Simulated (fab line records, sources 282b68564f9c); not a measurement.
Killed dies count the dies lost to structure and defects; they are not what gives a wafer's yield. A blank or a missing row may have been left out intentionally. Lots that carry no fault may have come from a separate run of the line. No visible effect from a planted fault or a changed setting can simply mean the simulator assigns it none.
fab line records	flow rit-cmos
record: lots: 6	wafers: 18	last-day: 7
route steps=202 shown PSD@150 SDANNEAL@153 NSD@158 PLDD@159 NLDD@160 SILICIDE@161 M1@202
lots untouched by any fault: they come from a run of this same line in which no faults occurred
start-h: hours from the record's opening day to when the first of the lot's shown wafers began	wait-h: hours elapsed since this lot's preceding step	" as in the row above	L1.1+2: one row covering several wafers at once	- either no value or no given start	* or withheld: withheld	< > ~ a bound
route shown NAME@n: a module of which the file shows steps, and the number in the route of the first	usual: mean and standard deviation over wafers with no fault	same: alike in all rows	chamber/n: place in a boat	sites: the reading at each site	_std_site: the standard deviation of these	_edge_site: inner sites' mean taken away from outer sites' mean	radius-mm: for every site, how far away it sits from the centre of the wafer	mask NAME#n: copy n	behind: the most recent tool/chamber to have shaped the wafer	hold: why the lot was held/for how many hours/how that ended	device: names the non-switching transistor (n, p or np)	end of line: the same wafers' tests at the end of the route	a step with no rows: only its recipe	killed: count of dies lost to structure and defects at first sort (not the wafer's yield)	map: per-die view of a wafer (x killed, . not killed, _ where there is no die)
set.NAME: the setting that was run; set.NAME@STEP: the one run at that earlier step	model.NAME: the simulator's own value behind a step, which no gauge read
lots at some steps of the route; a table a step, a row a wafer
services: from which hour (start-h, from the record's first day; less than 0 if before it) a tool's chamber was out of use, for how many hours, and why
== steps ==
step: RIT_PSD_IMPLANT_08
recipe: species: BF2	energy-kev: 26.6	dose-cm2: 5e+15	tilt-deg: 7
step: RIT_PSD_STRIP_09
recipe: chemistry: O2	time-s: 180	resist: NOVOLAK	platen-temp-c: withheld	power-w: 500	pressure-mtorr: 4000	o2-flow-sccm: 4000
usual: drypump-motor-current-A: 5.8/0.47
lot.wafer	tool	chamber	start-h	wait-h	drypump-motor-current-A	rf-hours-counter-h
L307.2	plasma-asher-02	1	67.54	0.1	6.6	44
L307.4	"	1	"	"	6.6	-
L307.6	"	0	"	"	5.1	-
L310.2	plasma-asher-02	1	83.82	0.1	6.6	45
L310.3	"	1	"	"	6.6	-
L310.6	"	1	"	"	6.6	-
L312.2	plasma-asher-03	1	96.77	0.1	5.5	41
L312.3	"	1	"	"	5.5	-
L312.4	"	0	"	"	6.2	-
L317.4	plasma-asher-04	1	118.46	0.1	5.7	-
L317.5	"	0	"	"	5.9	-
L317.6	"	1	"	"	5.7	-
L321.2	plasma-asher-04	0	151.44	0.1	5.9	51
L321.4	"	0	"	"	5.9	-
L321.5	"	1	"	"	5.7	-
L323.2	plasma-asher-02	1	163.92	0.1	6.6	4
L323.5	"	1	"	"	6.6	-
L323.6	"	0	"	"	5.1	-
step: RIT_PSD_TW_MEAS_10
usual: PSD_TW: 3409/30
lot.wafer	tool	chamber	start-h	wait-h	PSD_TW
L307.2	film-metro-01	-	67.72	0.1	3370
L307.4	"	-	"	"	3363
L307.6	"	-	"	"	3373
L310.2	film-metro-02	-	84.01	0.1	3420
L310.3	"	-	"	"	3446
L310.6	"	-	"	"	3443
L312.2	film-metro-01	-	96.95	0.1	3365
L312.3	"	-	"	"	3364
L312.4	"	-	"	"	3361
L317.4	film-metro-01	-	118.61	0.1	3384
L317.5	"	-	"	"	3367
L317.6	"	-	"	"	3373
L321.2	film-metro-04	-	151.63	0.1	3416
L321.4	"	-	"	"	3410
L321.5	"	-	"	"	3397
L323.2	film-metro-04	-	164.10	0.1	3409
L323.5	"	-	"	"	3401
L323.6	"	-	"	"	3393
step: RIT_SDANNEAL_CLEAN_00
recipe: chemistry: SC1	mix: 3:3:50	time-s: 600	temp-c: 75
step: RIT_SDANNEAL_CLEAN_01
recipe: chemistry: dHF	dilution: 50:1	time-s: 30
step: RIT_SDANNEAL_CLEAN_02
recipe: chemistry: SC2	mix: 3:3:50	time-s: 600	temp-c: 75	dry: n2-spin
step: RIT_SDANNEAL_RTA_03
recipe: temp-c: 1050	time-s: 5	idle-temp-c: 600	ramp-up-c-per-s: 342	ramp-down-c-per-s: 171	cool-to-c: 600	ambient: N2
usual: wafer_temp_C_max: 1053.6/1.3
lot.wafer	tool	chamber	start-h	wait-h	wafer_temp_C_max
L307.2	rtp-anneal-01	0	68.18	0.0	1053.9
L307.4	"	0	"	"	1055.3
L307.6	"	0	"	"	1053.4
L310.2	rtp-anneal-02	0	84.43	0.0	1053.7
L310.3	"	0	"	"	1053.3
L310.6	"	0	"	"	1053.9
L312.2	rtp-anneal-02	0	97.38	0.0	1052.7
L312.3	"	0	"	"	1055.4
L312.4	"	0	"	"	1055.1
L317.4	rtp-anneal-01	0	119.05	0.0	1053.5
L317.5	"	0	"	"	1051.8
L317.6	"	0	"	"	1053.9
L321.2	rtp-anneal-01	0	152.05	0.0	1052.0
L321.4	"	0	"	"	1053.9
L321.5	"	0	"	"	1052.4
L323.2	rtp-anneal-01	0	164.53	0.0	1054.2
L323.5	"	0	"	"	1053.6
L323.6	"	0	"	"	1050.9
step: RIT_SDANNEAL_RS_MEAS_04
recipe: thk-meas-gauge: four-point-probe
usual: PSD_RS: 116.83/0.28
lot.wafer	tool	chamber	start-h	wait-h	PSD_RS[ohm/sq]
L307.2	film-metro-04	-	68.25	0.1	116.44
L307.4	"	-	"	"	116.32
L307.6	"	-	"	"	116.26
L310.2	film-metro-02	-	84.50	0.1	116.89
L310.3	"	-	"	"	117.11
L310.6	"	-	"	"	116.67
L312.2	film-metro-02	-	97.45	0.1	116.85
L312.3	"	-	"	"	116.69
L312.4	"	-	"	"	116.87
L317.4	film-metro-04	-	119.14	0.1	117.17
L317.5	"	-	"	"	117.12
L317.6	"	-	"	"	117.16
L321.2	film-metro-02	-	152.12	0.1	116.17
L321.4	"	-	"	"	116.64
L321.5	"	-	"	"	116.76
L323.2	film-metro-04	-	164.60	0.1	116.90
L323.5	"	-	"	"	117.19
L323.6	"	-	"	"	116.69
step: RIT_SDANNEAL_RS_MEAS_05
recipe: thk-meas-gauge: four-point-probe
usual: NSD_RS: 84.52/0.25
lot.wafer	tool	chamber	start-h	wait-h	NSD_RS[ohm/sq]
L307.2	film-metro-04	-	68.37	0.1	84.92
L307.4	"	-	"	"	84.64
L307.6	"	-	"	"	85.08
L310.2	film-metro-02	-	84.62	0.1	84.39
L310.3	"	-	"	"	84.26
L310.6	"	-	"	"	84.33
L312.2	film-metro-02	-	97.57	0.1	84.16
L312.3	"	-	"	"	83.94
L312.4	"	-	"	"	84.35
L317.4	film-metro-04	-	119.26	0.1	84.39
L317.5	"	-	"	"	84.40
L317.6	"	-	"	"	84.29
L321.2	film-metro-02	-	152.24	0.1	84.69
L321.4	"	-	"	"	84.29
L321.5	"	-	"	"	84.33
L323.2	film-metro-04	-	164.72	0.1	84.65
L323.5	"	-	"	"	84.41
L323.6	"	-	"	"	84.28
step: RIT_SDANNEAL_RS_MEAS_06
recipe: thk-meas-gauge: four-point-probe
usual: PLDD_RS: 178.7/0.47
lot.wafer	tool	chamber	start-h	wait-h	PLDD_RS[ohm/sq]
L307.2	film-metro-04	-	68.49	0.1	178.7
L307.4	"	-	"	"	178.6
L307.6	"	-	"	"	178.3
L310.2	film-metro-02	-	84.74	0.1	177.8
L310.3	"	-	"	"	178.6
L310.6	"	-	"	"	177.8
L312.2	film-metro-02	-	97.69	0.1	178.6
L312.3	"	-	"	"	179.3
L312.4	"	-	"	"	179.1
L317.4	film-metro-04	-	119.38	0.1	178.8
L317.5	"	-	"	"	179.2
L317.6	"	-	"	"	178.7
L321.2	film-metro-02	-	152.36	0.1	177.8
L321.4	"	-	"	"	177.6
L321.5	"	-	"	"	178.8
L323.2	film-metro-04	-	164.84	0.1	178.9
L323.5	"	-	"	"	179.5
L323.6	"	-	"	"	178.7
step: RIT_SDANNEAL_RS_MEAS_07
recipe: thk-meas-gauge: four-point-probe
usual: NLDD_RS: 150.8/0.48
lot.wafer	tool	chamber	start-h	wait-h	NLDD_RS[ohm/sq]
L307.2	film-metro-04	-	68.61	0.1	150.9
L307.4	"	-	"	"	151.4
L307.6	"	-	"	"	151.0
L310.2	film-metro-02	-	84.86	0.1	151.0
L310.3	"	-	"	"	151.1
L310.6	"	-	"	"	150.5
L312.2	film-metro-02	-	97.81	0.1	151.0
L312.3	"	-	"	"	151.0
L312.4	"	-	"	"	151.1
L317.4	film-metro-04	-	119.50	0.1	151.2
L317.5	"	-	"	"	151.4
L317.6	"	-	"	"	151.3
L321.2	film-metro-02	-	152.48	0.1	150.6
L321.4	"	-	"	"	150.6
L321.5	"	-	"	"	150.9
L323.2	film-metro-04	-	164.96	0.1	151.7
L323.5	"	-	"	"	151.9
L323.6	"	-	"	"	151.3
step: RIT_SILICIDE_WET_ETCH_00
recipe: chemistry: BOE	target: SiO2	target-depth-nm: 14	time-s: 15	dry: n2-spin	dilution: 10:1	temp-c: 21.5
step: RIT_SILICIDE_SPUTTER_01
recipe: material: Ti	target-thk-nm: 30	power-w: 350	chamber-pressure-pa: 0.667	gas: Ar	time-s: 246.8	substrate-temp-c: 25
usual: throttle-valve-pct: 29.9/0.62
lot.wafer	tool	chamber	start-h	wait-h	throttle-valve-pct	model.Ti_of_SILICIDE_SPUTTER_01.thk-nm
L307.2	pvd-sputter-02	-	68.72	0.0	29.4	30.72
L307.4	"	-	"	"	30.7	31.25
L307.6	"	-	"	"	30.6	31.1
L310.2	pvd-sputter-03	-	84.97	0.0	29.2	30.67
L310.3	"	-	"	"	29.5	30.51
L310.6	"	-	"	"	29.7	30.51
L312.2	pvd-sputter-04	-	97.92	0.0	30.2	31.2
L312.3	"	-	"	"	30.0	31.07
L312.4	"	-	"	"	30.0	30.8
L317.4	pvd-sputter-02	-	119.57	0.0	29.3	30.25
L317.5	"	-	"	"	29.5	30.25
L317.6	"	-	"	"	29.3	30.78
L321.2	pvd-sputter-04	-	152.59	0.0	30.2	33.05
L321.4	"	-	"	"	30.2	31.52
L321.5	"	-	"	"	30.0	32.84
L323.2	pvd-sputter-04	-	165.07	0.0	31.1	31.07
L323.5	"	-	"	"	30.1	32.59
L323.6	"	-	"	"	30.4	31.32
step: RIT_SILICIDE_RS_MEAS_02
recipe: thk-meas-gauge: four-point-probe	reads: Ti_of_SILICIDE_SPUTTER_01
usual: SILICIDE_TI_RS: 46.2/0.58
lot.wafer	tool	chamber	start-h	wait-h	SILICIDE_TI_RS[ohm/sq]
L307.2	film-metro-02	-	68.89	0.1	46.6
L307.4	"	-	"	"	45.5
L307.6	"	-	"	"	45.8
L310.2	film-metro-04	-	85.14	0.1	46.7
L310.3	"	-	"	"	46.9
L310.6	"	-	"	"	46.9
L312.2	film-metro-03	-	98.09	0.1	45.6
L312.3	"	-	"	"	45.8
L312.4	"	-	"	"	46.3
L317.4	film-metro-03	-	119.78	0.1	47.4
L317.5	"	-	"	"	47.4
L317.6	"	-	"	"	46.4
L321.2	film-metro-03	-	152.76	0.1	42.4
L321.4	"	-	"	"	45.0
L321.5	"	-	"	"	42.7
L323.2	film-metro-02	-	165.24	0.1	45.9
L323.5	"	-	"	"	43.2
L323.6	"	-	"	"	45.3
step: RIT_SILICIDE_THK_MEAS_03
recipe: thk-meas-gauge: xrf	reads: Ti_of_SILICIDE_SPUTTER_01
usual: SILICIDE_TI_THK: 30.7/0.34
lot.wafer	tool	chamber	start-h	wait-h	SILICIDE_TI_THK[nm]
L307.2	film-metro-02	-	69.00	0.1	30.4
L307.4	"	-	"	"	31.0
L307.6	"	-	"	"	30.9
L310.2	film-metro-04	-	85.25	0.1	30.2
L310.3	"	-	"	"	30.1
L310.6	"	-	"	"	30.2
L312.2	film-metro-03	-	98.20	0.1	31.1
L312.3	"	-	"	"	30.9
L312.4	"	-	"	"	30.5
L317.4	film-metro-03	-	119.87	0.1	30.2
L317.5	"	-	"	"	30.1
L317.6	"	-	"	"	30.5
L321.2	film-metro-03	-	152.87	0.1	32.8
L321.4	"	-	"	"	31.4
L321.5	"	-	"	"	32.7
L323.2	film-metro-02	-	165.35	0.1	31.0
L323.5	"	-	"	"	32.5
L323.6	"	-	"	"	31.0
step: RIT_SILICIDE_RTA_04
recipe: temp-c: 650	time-s: 10	idle-temp-c: 25	ramp-up-s: 5	ramp-down-s: 5	cool-to-c: 25	ambient: N2
usual: wafer_temp_C_max: 652.9/1
lot.wafer	tool	chamber	start-h	wait-h	wafer_temp_C_max
L307.2	rtp-anneal-02	0	69.07	0.1	652.5
L307.4	"	0	"	"	653.7
L307.6	"	0	"	"	653.7
L310.2	rtp-anneal-01	0	85.32	0.1	652.0
L310.3	"	0	"	"	652.1
L310.6	"	0	"	"	652.0
L312.2	rtp-anneal-01	0	98.26	0.1	652.1
L312.3	"	0	"	"	652.0
L312.4	"	0	"	"	652.1
L317.4	rtp-anneal-02	0	119.93	0.1	653.4
L317.5	"	0	"	"	653.7
L317.6	"	0	"	"	654.5
L321.2	rtp-anneal-02	0	152.93	0.1	652.9
L321.4	"	0	"	"	653.7
L321.5	"	0	"	"	653.6
L323.2	rtp-anneal-02	0	165.41	0.1	654.3
L323.5	"	0	"	"	654.8
L323.6	"	0	"	"	654.1
step: RIT_M1_PROBE_99
usual: killed-at-front-end: 7.0/2.8	killed-dies: 7.0/2.8	killed-open: 3.4/1.9	killed-short: 3.6/2
same: gross-dies: 264	killed_at_M0_to_M3: 0	killed_at_M4_up: 0	killed-at-back-side: 0	killed-at-contacts: 0	killed-at-other: 0
lot.wafer	tool	chamber	start-h	wait-h	killed-at-front-end	killed-dies	killed-open	killed-short	model.etest.contact-pplus.end-ohm-um	model.etest.contact-nplus.end-ohm-um	model.etest.npoly-line.rs-ohm-sq	model.etest.ppoly-line.rs-ohm-sq	model.etest.npoly-sal.rs-ohm-sq	model.etest.ppoly-sal.rs-ohm-sq	model.etest.pplus-sal.rs-ohm-sq	model.etest.nplus-sal.rs-ohm-sq
L307.2	prober-01	-	75.67	0.1	7	7	4	3	46.94	42.4	16.73	16.14	4.295	4.236	4.246	4.238
L307.4	prober-01	-	75.77	0.2	5	5	2	3	47.55	42.68	16.39	15.99	4.204	4.163	4.182	4.15
L307.6	prober-01	-	75.87	0.2	10	10	5	5	46.77	43.74	16.6	15.91	4.216	4.187	4.212	4.182
L310.2	prober-02	-	92.23	0.1	3	3	1	2	46.09	42.25	16.86	16.3	4.31	4.268	4.271	4.238
L310.3	prober-02	-	92.28	0.2	4	4	4	0	44.95	42.48	16.85	16.21	4.276	4.264	4.267	4.242
L310.6	prober-02	-	92.43	0.2	9	9	2	7	45.62	41.34	16.88	16.33	4.312	4.278	4.258	4.263
L312.2	prober-02	-	104.97	0.1	5	5	3	2	46.84	43.54	16.49	15.94	4.198	4.146	4.151	4.117
L312.3	prober-02	-	105.02	0.2	7	7	3	4	47.43	43.89	16.55	16.1	4.159	4.128	4.167	4.122
L312.4	prober-02	-	105.07	0.2	9	9	5	4	45.2	41.94	16.73	16.35	4.244	4.214	4.206	4.19
L317.4	prober-01	-	126.96	0.2	6	6	1	5	45.15	40.16	16.97	16.46	4.294	4.273	4.269	4.269
L317.5	prober-01	-	127.01	0.2	10	10	5	5	45.5	40.46	17.02	16.59	4.312	4.284	4.31	4.261
L317.6	prober-01	-	127.06	0.2	6	6	2	4	44.56	42.73	16.92	16.36	4.263	4.237	4.218	4.176
L321.2	prober-01	-	159.49	0.1	7	7	4	3	50.34	45.66	15.9	15.3	4.006	3.954	3.964	3.938
L321.4	prober-01	-	159.59	0.2	2	2	2	0	47.83	43.21	16.34	16.1	4.146	4.127	4.11	4.087
L321.5	prober-01	-	159.64	0.2	5	5	2	3	49.97	44.89	15.71	15.46	4.006	3.982	3.973	3.972
L323.2	prober-01	-	172.02	0.1	7	7	3	4	45.88	44.22	16.58	16.11	4.254	4.232	4.215	4.181
L323.5	prober-01	-	172.17	0.2	6	6	2	4	49.76	43.83	16.02	15.66	4.062	4.051	4.055	4.039
L323.6	prober-01	-	172.22	0.2	4	4	2	2	47.22	42.68	16.41	16.02	4.23	4.218	4.175	4.198
killed by level:class
L307.2 FOX2:geometric-particle:short=2 SILICIDE:geometric-particle:open=2 FOX1:geometric-particle:open=1 GATE:geometric-particle:short=1 SPACER:geometric-particle:open=1
L307.4 GATE:geometric-particle:open=2 FOX1:geometric-particle:short=1 FOX2:geometric-particle:short=1 REOX:geometric-particle:short=1
L307.6 GATE:geometric-particle:short=4 GATE:geometric-particle:open=3 FOX1:geometric-particle:open=1 FOX2:geometric-particle:open=1 FOX2:geometric-particle:short=1
L310.2 GATE:geometric-particle:short=2 FOX2:geometric-particle:open=1
L310.3 GATE:geometric-particle:open=2 REOX:geometric-particle:open=1 SPACER:geometric-particle:open=1
L310.6 SPACER:geometric-particle:open=2 FOX2:geometric-particle:short=2 GATE:geometric-particle:short=2 SILICIDE:geometric-particle:short=2 REOX:geometric-particle:short=1
L312.2 GATE:geometric-particle:open=2 FOX1:geometric-particle:open=1 GATE:geometric-particle:short=1 REOX:geometric-particle:short=1
L312.3 SILICIDE:geometric-particle:short=3 FOX1:geometric-particle:open=1 GATE:geometric-particle:open=1 SPACER:geometric-particle:open=1 SPACER:geometric-particle:short=1
L312.4 GATE:geometric-particle:short=3 GATE:geometric-particle:open=3 REOX:geometric-particle:open=1 SPACER:geometric-particle:short=1 SPACER:geometric-particle:open=1
L317.4 GATE:geometric-particle:short=4 FOX2:geometric-particle:short=1 GATE:geometric-particle:open=1
L317.5 GATE:geometric-particle:short=5 GATE:geometric-particle:open=3 REOX:geometric-particle:open=1 SILICIDE:geometric-particle:open=1
L317.6 GATE:geometric-particle:short=4 GATE:geometric-particle:open=2
L321.2 GATE:geometric-particle:open=2 SILICIDE:geometric-particle:short=2 FOX2:geometric-particle:open=1 REOX:geometric-particle:open=1 SPACER:geometric-particle:short=1
L321.4 REOX:geometric-particle:open=1 SPACER:geometric-particle:open=1
L321.5 SPACER:geometric-particle:short=2 GATE:geometric-particle:open=1 GATE:geometric-particle:short=1 SILICIDE:geometric-particle:open=1
L323.2 GATE:geometric-particle:short=3 GATE:geometric-particle:open=3 SILICIDE:geometric-particle:short=1
L323.5 GATE:geometric-particle:short=2 FOX1:geometric-particle:short=1 FOX1:geometric-particle:open=1 REOX:geometric-particle:open=1 REOX:geometric-particle:short=1
L323.6 GATE:geometric-particle:open=2 GATE:geometric-particle:short=1 SILICIDE:geometric-particle:short=1
== services ==
tool	chamber	start-h	hours	kind
pvd-sputter-03	-	97.94	0.5	repair
plasma-asher-02	-	108.75	9.0	pm
plasma-asher-02	0	108.75	11.4	vent-cycle
plasma-asher-02	1	108.75	11.4	vent-cycle
plasma-asher-02	-	116.00	4.1	repair
plasma-asher-02	0	117.75	-	clean
plasma-asher-02	1	117.75	-	clean
plasma-asher-02	-	149.27	3.2	repair
== key ==
first-sign: step: RIT_SILICIDE_RS_MEAS_02	reading: SILICIDE_TI_RS	direction: down	sigmas: 5.8	usual: 46.2	struck: 42.8
effect: step: RIT_SILICIDE_THK_MEAS_03	reading: SILICIDE_TI_THK	direction: up	sigmas: 5.8	usual: 30.7	struck: 32.7
model-effect: step: RIT_SILICIDE_SPUTTER_01	value: Ti_of_SILICIDE_SPUTTER_01.thk-nm	without: 31.13	struck: 32.83
model-effect: step: RIT_M1_PROBE_99	value: etest.contact-pplus.end-ohm-um	without: 46.72	struck: 50.02
met-at RIT_SILICIDE_SPUTTER_01
struck-wafers L321.2,L321.5,L323.5
tester-left-out L321,L323
onset-between 97.92 152.59
fault: kind: process-parameter-drift	tool: pvd-sputter-04	chamber: -	onset-h: 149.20	steps: RIT_SILICIDE_SPUTTER_01	channel: target-thk-nm	offset: 1.6521	shape: step	end-h: 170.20	acts-in: these-recipes-only	stated: 30	scope: struck-wafers-only
tester-left-out: of these lots the tester's yield and bins aren't shown, on N5 and GAA mostly nor the transistor test; their killed dies are dies lost to structure and defects alone, not to doping, threshold or leakage, so they don't give the yield
